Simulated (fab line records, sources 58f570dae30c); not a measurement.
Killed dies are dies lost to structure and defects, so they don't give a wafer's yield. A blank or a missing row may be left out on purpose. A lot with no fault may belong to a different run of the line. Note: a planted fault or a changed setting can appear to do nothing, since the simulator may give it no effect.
fab line records + flow berkeley-cmos170 + part 2 of 2: steps 29 to 41 of 41
record:
- lots: 5
- wafers: 15
- last-day: 11
route steps=331 shown ACTIVE@63 PFIELD@79 FIELD@89 SACOX@97 SCREENOX@100
lots that met no fault: from a run of the same line without faults
start-h: hours from the record's first day to the start of the lot's first wafer shown + wait-h: hours elapsed since this lot's preceding step + " unchanged from the row above + L1.1+2: one row covering several wafers at once + - no value, or no start given + * or withheld: withheld + < > ~ a bound
route shown NAME@n: NAME is a module with steps in the file, n the number in the route of the first one + usual: mean and standard deviation over wafers with no fault + same: alike in all rows + chamber/n: place in a boat + sites: readings site by site + _std_site: how widely they spread, as a standard deviation + _edge_site: inner sites' mean taken away from outer sites' mean + radius-mm: for every site, how far away it sits from the centre of the wafer + mask NAME#n: copy n + behind: the most recent tool/chamber to have shaped the wafer + hold: the reason the lot was held/the length of the hold in hours/how it ended + device: which transistor (n, p or np) failed to switch + end of line: tests of these same wafers at the route's end + where a step has no rows: the recipe by itself + killed: not the wafer's yield, but the dies lost to structure and defects at the first sort + map: a wafer's dies, x killed, . not, _ none there
set.NAME: setting as actually run; set.NAME@STEP: the setting as run at that earlier step + model.NAME: the simulator's own value behind a step, which no gauge read
certain route steps with their lots: each step a table, each wafer a row
services: the hour from which a tool's chamber was out of use, counted from the record's first day as start-h (under 0 if before that day), plus the number of hours and why
== steps ==
step: UCB170_FIELD_THK_MEAS_02
recipe:
- reads: SiO2_of_FIELD_OXIDATION_01
usual:
- FIELD_OXIDE_THK: 555/12
| lot.wafer | tool          | chamber | start-h | wait-h | FIELD_OXIDE_THK[nm] |
|-----------|---------------|---------|---------|--------|---------------------|
| L082.1    | film-metro-02 | -       | 113.97  | 0.0    | 558                 |
| L082.2    | "             | -       | "       | "      | 554                 |
| L082.5    | "             | -       | "       | "      | 560                 |
| L084.1    | film-metro-01 | -       | 129.02  | 0.0    | 533                 |
| L084.2    | "             | -       | "       | "      | 532                 |
| L084.3    | "             | -       | "       | "      | 531                 |
| L085.1    | film-metro-02 | -       | 136.07  | 0.0    | 554                 |
| L085.4    | "             | -       | "       | "      | 551                 |
| L085.6    | "             | -       | "       | "      | 555                 |
| L088.1    | film-metro-02 | -       | 146.69  | 0.0    | 564                 |
| L088.3    | "             | -       | "       | "      | 557                 |
| L088.4    | "             | -       | "       | "      | 568                 |
| L095.1    | film-metro-01 | -       | 186.73  | 0.0    | 565                 |
| L095.3    | "             | -       | "       | "      | 558                 |
| L095.5    | "             | -       | "       | "      | 559                 |
step: UCB170_FIELD_ANNEAL_03
recipe:
- temp-c: 1000
- time-s: 1200
- ambient: N2
usual:
- zone-power-load-pct: 32/3.8
| lot.wafer | tool       | chamber | start-h | wait-h | zone-power-load-pct |
|-----------|------------|---------|---------|--------|---------------------|
| L082.1    | furnace-01 | 0       | 114.05  | 0.1    | 31                  |
| L082.2    | "          | 0       | "       | "      | 30                  |
| L082.5    | "          | 0       | "       | "      | 31                  |
| L084.1    | furnace-04 | 0       | 130.39  | 1.4    | 29                  |
| L084.2    | "          | 0       | "       | "      | 28                  |
| L084.3    | "          | 0       | "       | "      | 28                  |
| L085.1    | furnace-01 | 0       | 139.54  | 3.5    | 31                  |
| L085.4    | "          | 0       | "       | "      | 31                  |
| L085.6    | "          | 0       | "       | "      | 31                  |
| L088.1    | furnace-04 | 0       | 149.44  | 2.7    | 28                  |
| L088.3    | "          | 0       | "       | "      | 29                  |
| L088.4    | "          | 0       | "       | "      | 29                  |
| L095.1    | furnace-04 | 0       | 189.64  | 2.9    | 29                  |
| L095.3    | "          | 0       | "       | "      | 29                  |
| L095.5    | "          | 0       | "       | "      | 29                  |
step: UCB170_FIELD_WET_ETCH_04
recipe:
- chemistry: dHF
- dilution: 10:1
- target: SiO2
- temp-c: 25
- time-s: 60
| lot.wafer  | tool         | chamber | start-h | wait-h |
|------------|--------------|---------|---------|--------|
| L082.1+2+5 | wet-bench-02 | 0       | 115.39  | 0.0    |
| L084.1+2+3 | wet-bench-02 | 0       | 131.72  | 0.0    |
| L085.1+4+6 | wet-bench-01 | 3       | 140.87  | 0.0    |
| L088.1+3+4 | wet-bench-02 | 1       | 150.77  | 0.0    |
| L095.1+3+5 | wet-bench-02 | 1       | 190.98  | 0.0    |
step: UCB170_FIELD_WET_ETCH_05
recipe:
- chemistry: H3PO4
- target: Si3N4
- temp-c: 160
- time-s: 12600
| lot.wafer  | tool         | chamber | start-h | wait-h |
|------------|--------------|---------|---------|--------|
| L082.1+2+5 | wet-bench-02 | 2       | 115.41  | 0.0    |
| L084.1+2+3 | wet-bench-03 | 1       | 131.75  | 0.0    |
| L085.1+4+6 | wet-bench-03 | 1       | 140.90  | 0.0    |
| L088.1+3+4 | wet-bench-02 | 3       | 150.80  | 0.0    |
| L095.1+3+5 | wet-bench-02 | 0       | 191.00  | 0.0    |
step: UCB170_FIELD_WET_ETCH_06
recipe:
- chemistry: BOE
- dilution: 5:1
- target: SiO2
- temp-c: 25
- time-s: 22
| lot.wafer  | tool         | chamber | start-h | wait-h |
|------------|--------------|---------|---------|--------|
| L082.1+2+5 | wet-bench-03 | 0       | 118.92  | 0.0    |
| L084.1+2+3 | wet-bench-02 | 2       | 135.25  | 0.0    |
| L085.1+4+6 | wet-bench-02 | 3       | 144.46  | 0.1    |
| L088.1+3+4 | wet-bench-03 | 1       | 154.62  | 0.3    |
| L095.1+3+5 | wet-bench-02 | 2       | 194.68  | 0.2    |
step: UCB170_FIELD_THK_MEAS_90
recipe:
- reads: SiO2_of_FIELD_OXIDATION_01
usual:
- FIELD_OXIDE_LEFT_1_THK: 438/12
| lot.wafer | tool          | chamber | start-h | wait-h | FIELD_OXIDE_LEFT_1_THK[nm] |
|-----------|---------------|---------|---------|--------|----------------------------|
| L082.1    | film-metro-03 | -       | 118.94  | 0.0    | 440                        |
| L082.2    | "             | -       | "       | "      | 437                        |
| L082.5    | "             | -       | "       | "      | 443                        |
| L084.1    | film-metro-03 | -       | 135.27  | 0.0    | 415                        |
| L084.2    | "             | -       | "       | "      | 413                        |
| L084.3    | "             | -       | "       | "      | 412                        |
| L085.1    | film-metro-03 | -       | 144.48  | 0.0    | 437                        |
| L085.4    | "             | -       | "       | "      | 434                        |
| L085.6    | "             | -       | "       | "      | 439                        |
| L088.1    | film-metro-03 | -       | 154.63  | 0.0    | 447                        |
| L088.3    | "             | -       | "       | "      | 439                        |
| L088.4    | "             | -       | "       | "      | 452                        |
| L095.1    | film-metro-03 | -       | 194.70  | 0.0    | 449                        |
| L095.3    | "             | -       | "       | "      | 441                        |
| L095.5    | "             | -       | "       | "      | 442                        |
step: UCB170_SACOX_CLEAN_00
recipe:
- chemistry: dHF
- dilution: 25:1
- time-s: 7.5
| lot.wafer  | tool         | chamber | start-h | wait-h |
|------------|--------------|---------|---------|--------|
| L082.1+2+5 | wet-bench-04 | 2       | 119.00  | 0.1    |
| L084.1+2+3 | wet-bench-02 | 2       | 135.49  | 0.2    |
| L085.1+4+6 | wet-bench-02 | 3       | 144.54  | 0.1    |
| L088.1+3+4 | wet-bench-03 | 1       | 154.81  | 0.2    |
| L095.1+3+5 | wet-bench-02 | 3       | 194.76  | 0.1    |
step: UCB170_SACOX_OXIDATION_01
recipe:
- temp-c: 900
- ambient: O2
- target-thk-a: 144
- ox-time-s: 2400
usual:
- zone-power-load-pct: 27.0/2.1
| lot.wafer | tool       | chamber | start-h | wait-h | zone-power-load-pct |
|-----------|------------|---------|---------|--------|---------------------|
| L082.1    | furnace-03 | 0       | 121.41  | 2.4    | 27.8                |
| L082.2    | "          | 0       | "       | "      | 27.6                |
| L082.5    | "          | 0       | "       | "      | 27.3                |
| L084.1    | furnace-04 | 0       | 139.57  | 4.1    | 22.1                |
| L084.2    | "          | 0       | "       | "      | 22.5                |
| L084.3    | "          | 0       | "       | "      | 22.2                |
| L085.1    | furnace-03 | 0       | 147.53  | 3.0    | 27.6                |
| L085.4    | "          | 0       | "       | "      | 28.0                |
| L085.6    | "          | 0       | "       | "      | 27.7                |
| L088.1    | furnace-03 | 0       | 157.78  | 3.0    | 27.8                |
| L088.3    | "          | 0       | "       | "      | 27.6                |
| L088.4    | "          | 0       | "       | "      | 27.9                |
| L095.1    | furnace-03 | 0       | 197.21  | 2.4    | 28.0                |
| L095.3    | "          | 0       | "       | "      | 28.1                |
| L095.5    | "          | 0       | "       | "      | 28.1                |
step: UCB170_SACOX_THK_MEAS_02
recipe:
- reads: SiO2_of_SACOX_OXIDATION_01
usual:
- SACOX_OXIDE_THK: 14.3/0.3
| lot.wafer | tool          | chamber | start-h | wait-h | SACOX_OXIDE_THK[nm] |
|-----------|---------------|---------|---------|--------|---------------------|
| L082.1    | film-metro-04 | -       | 123.08  | 0.0    | 14.9                |
| L082.2    | "             | -       | "       | "      | 14.8                |
| L082.5    | "             | -       | "       | "      | 14.5                |
| L084.1    | film-metro-04 | -       | 141.24  | 0.0    | 14.0                |
| L084.2    | "             | -       | "       | "      | 13.9                |
| L084.3    | "             | -       | "       | "      | 13.9                |
| L085.1    | film-metro-01 | -       | 149.19  | 0.0    | 14.1                |
| L085.4    | "             | -       | "       | "      | 14.4                |
| L085.6    | "             | -       | "       | "      | 14.2                |
| L088.1    | film-metro-01 | -       | 159.44  | 0.0    | 13.9                |
| L088.3    | "             | -       | "       | "      | 14.0                |
| L088.4    | "             | -       | "       | "      | 13.8                |
| L095.1    | film-metro-04 | -       | 198.88  | 0.0    | 14.0                |
| L095.3    | "             | -       | "       | "      | 14.2                |
| L095.5    | "             | -       | "       | "      | 14.0                |
step: UCB170_SCREENOX_WET_ETCH_00
recipe:
- chemistry: dHF
- dilution: 25:1
- target: SiO2
- temp-c: 25
- time-s: 200
| lot.wafer  | tool         | chamber | start-h | wait-h |
|------------|--------------|---------|---------|--------|
| L082.1+2+5 | wet-bench-02 | 1       | 123.14  | 0.1    |
| L084.1+2+3 | wet-bench-02 | 0       | 141.30  | 0.1    |
| L085.1+4+6 | wet-bench-02 | 0       | 149.25  | 0.1    |
| L088.1+3+4 | wet-bench-02 | 1       | 159.50  | 0.1    |
| L095.1+3+5 | wet-bench-01 | 2       | 198.94  | 0.1    |
step: UCB170_SCREENOX_OXIDATION_01
recipe:
- temp-c: 900
- ambient: O2
- target-thk-a: 144
- ox-time-s: 2400
usual:
- zone-power-load-pct: 24.7/2.3
| lot.wafer | tool       | chamber | start-h | wait-h | zone-power-load-pct |
|-----------|------------|---------|---------|--------|---------------------|
| L082.1    | furnace-03 | 0       | 125.58  | 2.4    | 27.6                |
| L082.2    | "          | 0       | "       | "      | 28.0                |
| L082.5    | "          | 0       | "       | "      | 27.6                |
| L084.1    | furnace-04 | 0       | 143.84  | 2.5    | 22.5                |
| L084.2    | "          | 0       | "       | "      | 22.2                |
| L084.3    | "          | 0       | "       | "      | 22.0                |
| L085.1    | furnace-04 | 0       | 153.52  | 4.2    | 22.4                |
| L085.4    | "          | 0       | "       | "      | 22.5                |
| L085.6    | "          | 0       | "       | "      | 22.0                |
| L088.1    | furnace-01 | 0       | 162.50  | 2.9    | 24.5                |
| L088.3    | "          | 0       | "       | "      | 24.3                |
| L088.4    | "          | 0       | "       | "      | 23.9                |
| L095.1    | furnace-03 | 0       | 202.96  | 4.0    | 27.6                |
| L095.3    | "          | 0       | "       | "      | 27.8                |
| L095.5    | "          | 0       | "       | "      | 27.7                |
step: UCB170_SCREENOX_THK_MEAS_02
recipe:
- reads: SiO2_of_SCREENOX_OXIDATION_01
usual:
- SCREENOX_OXIDE_THK: 14.23/0.27
| lot.wafer | tool          | chamber | start-h | wait-h | SCREENOX_OXIDE_THK[nm] |
|-----------|---------------|---------|---------|--------|------------------------|
| L082.1    | film-metro-03 | -       | 127.24  | 0.0    | 14.13                  |
| L082.2    | "             | -       | "       | "      | 14.12                  |
| L082.5    | "             | -       | "       | "      | 13.95                  |
| L084.1    | film-metro-04 | -       | 145.50  | 0.0    | 14.27                  |
| L084.2    | "             | -       | "       | "      | 14.19                  |
| L084.3    | "             | -       | "       | "      | 14.22                  |
| L085.1    | film-metro-01 | -       | 155.19  | 0.0    | 14.00                  |
| L085.4    | "             | -       | "       | "      | 14.02                  |
| L085.6    | "             | -       | "       | "      | 13.90                  |
| L088.1    | film-metro-03 | -       | 164.17  | 0.0    | 14.02                  |
| L088.3    | "             | -       | "       | "      | 14.30                  |
| L088.4    | "             | -       | "       | "      | 13.95                  |
| L095.1    | film-metro-01 | -       | 204.63  | 0.0    | 14.32                  |
| L095.3    | "             | -       | "       | "      | 14.24                  |
| L095.5    | "             | -       | "       | "      | 14.33                  |
step: UCB170_SCREENOX_ANNEAL_03
recipe:
- temp-c: 900
- time-s: 900
- ambient: N2
usual:
- zone-power-load-pct: 25.6/2.3
| lot.wafer | tool       | chamber | start-h | wait-h | zone-power-load-pct |
|-----------|------------|---------|---------|--------|---------------------|
| L082.1    | furnace-01 | 0       | 129.02  | 1.8    | 24.0                |
| L082.2    | "          | 0       | "       | "      | 24.0                |
| L082.5    | "          | 0       | "       | "      | 23.9                |
| L084.1    | furnace-03 | 0       | 149.19  | 3.7    | 28.1                |
| L084.2    | "          | 0       | "       | "      | 28.0                |
| L084.3    | "          | 0       | "       | "      | 28.1                |
| L085.1    | furnace-01 | 0       | 159.90  | 4.7    | 24.4                |
| L085.4    | "          | 0       | "       | "      | 24.2                |
| L085.6    | "          | 0       | "       | "      | 23.7                |
| L088.1    | furnace-03 | 0       | 167.88  | 3.7    | 27.9                |
| L088.3    | "          | 0       | "       | "      | 27.8                |
| L088.4    | "          | 0       | "       | "      | 27.5                |
| L095.1    | furnace-03 | 0       | 207.38  | 2.7    | 27.5                |
| L095.3    | "          | 0       | "       | "      | 28.2                |
| L095.5    | "          | 0       | "       | "      | 28.3                |
== services ==
| tool            | chamber | start-h | hours | kind   |
|-----------------|---------|---------|-------|--------|
| rie-diel-04     | 0       | 78.64   | 7.2   | repair |
| krf-scanner-02  | -       | 87.56   | 1.0   | pm     |
| krf-scanner-01  | -       | 99.35   | 0.8   | pm     |
| implanter-02    | -       | 101.16  | 1.4   | repair |
| plasma-asher-03 | -       | 108.84  | 9.0   | pm     |
| krf-scanner-02  | -       | 110.43  | 3.6   | pm     |
| krf-scanner-01  | -       | 118.36  | 0.5   | repair |
| krf-scanner-01  | -       | 128.20  | 0.4   | repair |
| furnace-03      | -       | 133.24  | 3.3   | pm     |
| krf-scanner-01  | -       | 139.13  | 1.3   | pm     |
| implanter-03    | -       | 144.40  | 7.0   | pm     |
| furnace-02      | -       | 148.04  | 3.1   | pm     |
| furnace-02      | -       | 151.15  | 1.9   | pm     |
| implanter-03    | -       | 152.40  | 1.2   | repair |
| lpcvd-01        | -       | 154.15  | 0.6   | repair |
| wet-bench-02    | -       | 154.30  | 1.9   | pm     |
| krf-scanner-02  | -       | 155.64  | 4.4   | pm     |
| implanter-03    | -       | 157.03  | 6.0   | repair |
| implanter-03    | -       | 157.14  | 1.2   | repair |
| implanter-03    | -       | 163.04  | 10.1  | pm     |
| furnace-04      | -       | 175.81  | 4.4   | pm     |
| plasma-asher-04 | -       | 187.11  | 9.0   | repair |
| furnace-01      | -       | 199.15  | 2.9   | pm     |
| krf-scanner-02  | -       | 203.03  | 1.3   | pm     |
